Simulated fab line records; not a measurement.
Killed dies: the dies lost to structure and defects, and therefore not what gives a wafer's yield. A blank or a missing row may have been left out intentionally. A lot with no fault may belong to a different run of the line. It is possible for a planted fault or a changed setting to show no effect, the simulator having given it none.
A struck lot beside a sound one / flow rit-cmos / 18 out of 202 route steps
Sound: these wafers, L664.2, L664.5, L664.6. Wafers struck: L667.2, L667.4, L667.5. The cause is given at the end.
Per side, at each step with rows, come the tool, then ch with its chambers, and then its first start. Under that, the readings that differ: sound wafers / struck wafers / difference of the means / sigmas: that difference in standard deviations of wafers without a fault.
alike: same words and numbers on both sides, and readings whose means sit less than 2 such deviations apart. not compared: any withheld reading, any reading some wafer has no value for, any bound like >300 that may hide the same value, and any number with overlapping values for which the record gives no deviation.
Wherever a step has rows on one side only, a row that says differs or no value, or a row with sigmas, the two part there. Numbers that don't overlap but have no deviation are shown without sigmas and don't part them. A reading that every wafer of one side lacks parts them only if that side has two wafers or more.

first, 2 steps without rows for these wafers: RIT_ACTIVE_CLEAN_17 (cleans in SC2, time 600 s); RIT_FOX1_OXIDATION_00 (target thk 350.7 nm, ox time 1130 s).
RIT_FOX1_THK_MEAS_01:
  sound on film-metro-02, day 4 19:52; struck on film-metro-04, day 5 11:09
reading=FOX1_OXIDE_THK (nm); sound=365 364 361; struck=378 373 372; difference=+11; sigmas=+2
then, 2 steps without rows for these wafers: RIT_FOX1_WET_ETCH_02 (etches SiO2 in BOE, target depth 350 nm, time 390 s); RIT_FOX2_OXIDATION_00 (target thk 350.7 nm, ox time 1130 s).
RIT_FOX2_THK_MEAS_01:
  sound on film-metro-03, day 4 21:21; struck on film-metro-04, day 5 12:38
  alike: FOX2_OXIDE_THK
then, 2 steps without rows for these wafers: RIT_FOX2_CLEAN_02 (cleans in dHF, time 180 s); RIT_FOX2_WET_ETCH_03 (etches Si3N4 in H3PO4, target depth 195 nm, time 2700 s).
RIT_FOX2_THK_MEAS_90:
  sound on film-metro-03, day 4 22:18; struck on film-metro-02, day 5 13:32
  alike: FIELD_OXIDE_LEFT_1_THK
then, 3 steps without rows for these wafers: RIT_NWELL_HMDS_00 (prime time 60 s); RIT_NWELL_COAT_01 (resist thk 1300 nm); RIT_NWELL_SOFTBAKE_02 (time 60 s).
RIT_NWELL_EXPOSE_03: exposes mask M2, target cd 43900 nm.
  sound on iline-stepper-01 ch 0, day 4 22:57; struck on iline-stepper-02 ch 0, day 5 14:03
reading=model.NWELL.overlay-x-nm (nm); sound=-1.394 -1.394 -1.394; struck=-148.9 -148.9 -148.9; difference=-147.5; sigmas=
  alike: mask
then, 2 steps without rows for these wafers: RIT_NWELL_PEB_04; RIT_NWELL_DEVELOP_05 (develop time 68 s).
RIT_NWELL_OVL_MEAS_06:
  sound on overlay-02, day 4 23:22; struck on overlay-01, day 5 14:28
reading=NWELL_OVL (nm); sound=-3.5 -2.8 -2.8; struck=-148.7 -148.6 -147.7; difference=-145.3; sigmas=-99 or more
then, 1 step without rows for these wafers: RIT_NWELL_HARDBAKE_07 (time 120 s).
RIT_M1_PROBE_99:
  sound on prober-01, day 6 13:48; struck on prober-02, day 7 02:31
reading=model.etest.well-edge-right.line-ohm-um; sound=184 185.3 181.6; struck=192.3 195.5 188.7; difference=+8.5; sigmas=
reading=model.etest.well-edge-left.line-ohm-um; sound=184.4 182 183.6; struck=177.8 175.7 177.4; difference=-6.4; sigmas=
  alike: killed-at-front-end, killed-dies, killed-open, killed-short

WHERE THEY PART
First at RIT_FOX1_THK_MEAS_01; last, within this record, at RIT_NWELL_OVL_MEAS_06. Later steps at which nothing parts them and some readings are alike: RIT_M1_PROBE_99.

WHY: what the simulator had put in
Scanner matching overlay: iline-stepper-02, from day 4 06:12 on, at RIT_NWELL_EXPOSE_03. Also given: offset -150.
